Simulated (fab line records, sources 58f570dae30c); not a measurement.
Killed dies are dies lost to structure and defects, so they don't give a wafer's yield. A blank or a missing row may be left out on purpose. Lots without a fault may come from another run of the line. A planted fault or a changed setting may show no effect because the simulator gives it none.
One fault seen from 2 desks | flow berkeley_cmos170 | each desk has only its own numbers; what lay behind them comes last

THE TOOL OWNER'S DESK: furnace-02
The tool's own readings at UCB170_WELLDRIVE_ANNEAL_03 (time 900 s): means of the sampled wafers that have a number, for each lot that ran on this tool. A lot is out of limits, marked OUT, if its mean lies more than 4 standard deviations from the usual mean; the brackets give that distance.
Columns: A = spike_tc_centre_C at UCB170_WELLDRIVE_ANNEAL_03, usual 1101.7 C; B = spike_tc_load_C at UCB170_WELLDRIVE_ANNEAL_03, usual 1127.0 C; C = spike_tc_source_C at UCB170_WELLDRIVE_ANNEAL_03, usual 1124.4 C; D = tube_center_temp_C at UCB170_WELLDRIVE_ANNEAL_03, usual 1100 C; E = tube_center_temp_C_max at UCB170_WELLDRIVE_ANNEAL_03, usual 1102.8
lot  | first seen here | A                | B                | C                | D                      | E
L233 | day 4 10:58     | 1101.7           | 1127.3           | 1123.9           | 1100                   | 1102.9
L239 | day 5 21:04     | 1101.5           | 1127.4           | 1122.5           | 1100                   | 1102.8
L243 | day 6 09:01     | 1101.0           | 1127.3           | 1123.7           | 1100                   | 1102.9
L251 | day 8 05:09     | 1041.5 (-55) OUT | 1067.0 (-35) OUT | 1062.4 (-30) OUT | 1040 (-99 or more) OUT | 1043.3 (-99 or more) OUT
L252 | day 8 18:56     | 1041.5 (-55) OUT | 1066.7 (-35) OUT | 1063.2 (-29) OUT | 1040 (-99 or more) OUT | 1042.8 (-99 or more) OUT
This desk's finding: out of limits on L251, L252; first on L251, day 8 05:09 (spike_tc_centre_C at UCB170_WELLDRIVE_ANNEAL_03). In limits: L233, L239, L243.

THE METROLOGY DESK
What the gauges read, lot by lot, whatever tool the lot ran on: means of the sampled wafers that have a number. A lot is out of limits, marked OUT, if its mean lies more than 4 standard deviations from the usual mean; the brackets give that distance.
Columns: A = PWELL_OVL at UCB170_PWELL_OVL_MEAS_13, usual 3 nm; B = PWELL_TW at UCB170_PWELL_TW_MEAS_17, usual 380; C = WELLDRIVE_OXIDE_THK at UCB170_WELLDRIVE_THK_MEAS_02, usual 200 nm
lot  | first seen here | A   | B   | C
L233 | day 3 17:12     | 4   | 384 | 201
L238 | day 4 19:04     | -0  | 375 | 205
L239 | day 5 04:08     | 6   | 384 | 199
L243 | day 5 12:08     | 3   | 377 | 198
L251 | day 7 12:37     | 10  | 381 | 197
L252 | day 7 23:29     | -11 | 382 | 198
This desk's finding: nothing out of limits on any of the 6 lots.

PUT TOGETHER
The tool owner's desk could have raised an alarm at day 8 05:09, on L251, L252.
The metrology desk saw nothing out of limits.
The metrology desk has L251, L252 on record, within its limits.
Of the lots named, all ran UCB170_WELLDRIVE_ANNEAL_03 on furnace-02.

WHAT THE SIMULATOR HAD PUT IN
Process parameter drift: furnace-02, from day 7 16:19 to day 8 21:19, at UCB170_WELLDRIVE_ANNEAL_03. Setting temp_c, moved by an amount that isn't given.
Lots struck among those shown: L251, L252.
Hours from the fault's start to each desk's first reading out of limits: the tool owner's desk, 13.
